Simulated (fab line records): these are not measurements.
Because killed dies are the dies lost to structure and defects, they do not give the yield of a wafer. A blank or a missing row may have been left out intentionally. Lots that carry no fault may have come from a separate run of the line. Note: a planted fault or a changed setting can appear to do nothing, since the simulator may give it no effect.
Comparing a struck lot with a sound one	flow berkeleyCmos170	18 steps out of a route of 331
Sound: these wafers, L659.3, L659.4, L659.5. Struck: wafers L643.3, L643.4, L643.5. The cause comes at the end.
Each step with rows lists, per side, the tool, then ch with its chambers, then its first start. Under that, the readings that differ: sound wafers	struck wafers	difference of the means	sigmas: that difference in standard deviations of wafers without a fault.
alike: readings whose means differ by less than 2 such deviations, and words and numbers that are the same on both sides. not compared: withheld readings, readings that some wafer has no value for, bounds like >300 that may hide the same value, and numbers for which the record gives no deviation and whose values overlap.
Wherever a step has rows on one side only, a row that says differs or no value, or a row with sigmas, the two part there. Non-overlapping numbers with no deviation appear without sigmas and do not part them. A reading that every wafer of one side lacks parts them only if that side has two wafers or more.

UCB170_PVT_STRIP_08: strips in O2.
  sound on plasmaAsher-04 ch 0,1, day 10 16:09; struck on plasmaAsher-03 ch 0,1, day 8 03:41
  alike: drypumpMotorCurrentA, oesProductAu, stripTimeToEndpointS
  not compared: rfHoursCounterH
UCB170_PVT_TW_MEAS_09:
  sound on filmMetro-02, day 10 16:14; struck on filmMetro-02, day 8 03:47
  alike: PVT_TW
then, 1 step without rows for these wafers: UCB170_GATE_WET_ETCH_00 (etches SiO2 in dHF, time 200 s).
UCB170_FIELD_THK_MEAS_91:
  sound on filmMetro-01, day 10 16:22; struck on filmMetro-01, day 8 03:55
  alike: FIELD_OXIDE_LEFT_2_THK
then, 1 step without rows for these wafers: UCB170_GATE_OXIDATION_01 (target thk 6.6 nm, ox time 1800 s).
UCB170_GATE_THK_MEAS_02:
  sound on filmMetro-04, day 10 21:38; struck on filmMetro-02, day 8 08:08
  alike: GATE_OXIDE_THK
then, 2 steps without rows for these wafers: UCB170_GATE_ANNEAL_03 (time 1800 s); UCB170_GATE_CVD_04 (deposits poly-Si from SiH4, time 1440 s, target thk 214 nm).
UCB170_GATE_THK_MEAS_05:
  sound on filmMetro-02, day 11 07:01; struck on filmMetro-01, day 8 16:13
  alike: GATE_POLY_THK
then, 3 steps without rows for these wafers: UCB170_GATE_COAT_06; UCB170_GATE_COAT_07 (resist thk 900 nm); UCB170_GATE_SOFTBAKE_08 (time 60 s).
UCB170_GATE_EXPOSE_09: exposes mask POLY, target cd 350 nm.
  sound on krfScanner-01 ch 0, day 11 07:50; struck on krfScanner-02 ch 0, day 8 16:59
reading	sound	struck	difference	sigmas
model.GATE.overlayXNm (nm)	5.16 5.16 5.16	36.17 36.17 36.17	+31.01	
  alike: mask, stageVelMmS
then, 2 steps without rows for these wafers: UCB170_GATE_PEB_10; UCB170_GATE_DEVELOP_11 (develop time 45 s).
UCB170_GATE_CD_MEAS_12: the cd target is 350 nm.
  sound on cdSem-01, day 11 08:20; struck on cdSem-02, day 8 17:23
  alike: cdNm
UCB170_GATE_OVL_MEAS_13:
  sound on overlay-02, day 11 08:25; struck on overlay-02, day 8 17:28
reading	sound	struck	difference	sigmas
GATE_OVL (nm)	8 8 5	33 27 26	+22	+4
UCB170_GATE_ETCH_14: etches BARC in N2/H2.
  sound on rieDiel-02 ch 0,1, day 11 08:26; struck on rieDiel-01 ch 1,2, day 8 17:30
  alike: drypumpMotorCurrentA, oesProductAu, throttleValvePct

## WHERE THEY PART
Only at UCB170_GATE_OVL_MEAS_13, within this record. Later steps at which nothing parts them and some readings are alike: UCB170_GATE_ETCH_14.

WHY: what had been put in by the simulator
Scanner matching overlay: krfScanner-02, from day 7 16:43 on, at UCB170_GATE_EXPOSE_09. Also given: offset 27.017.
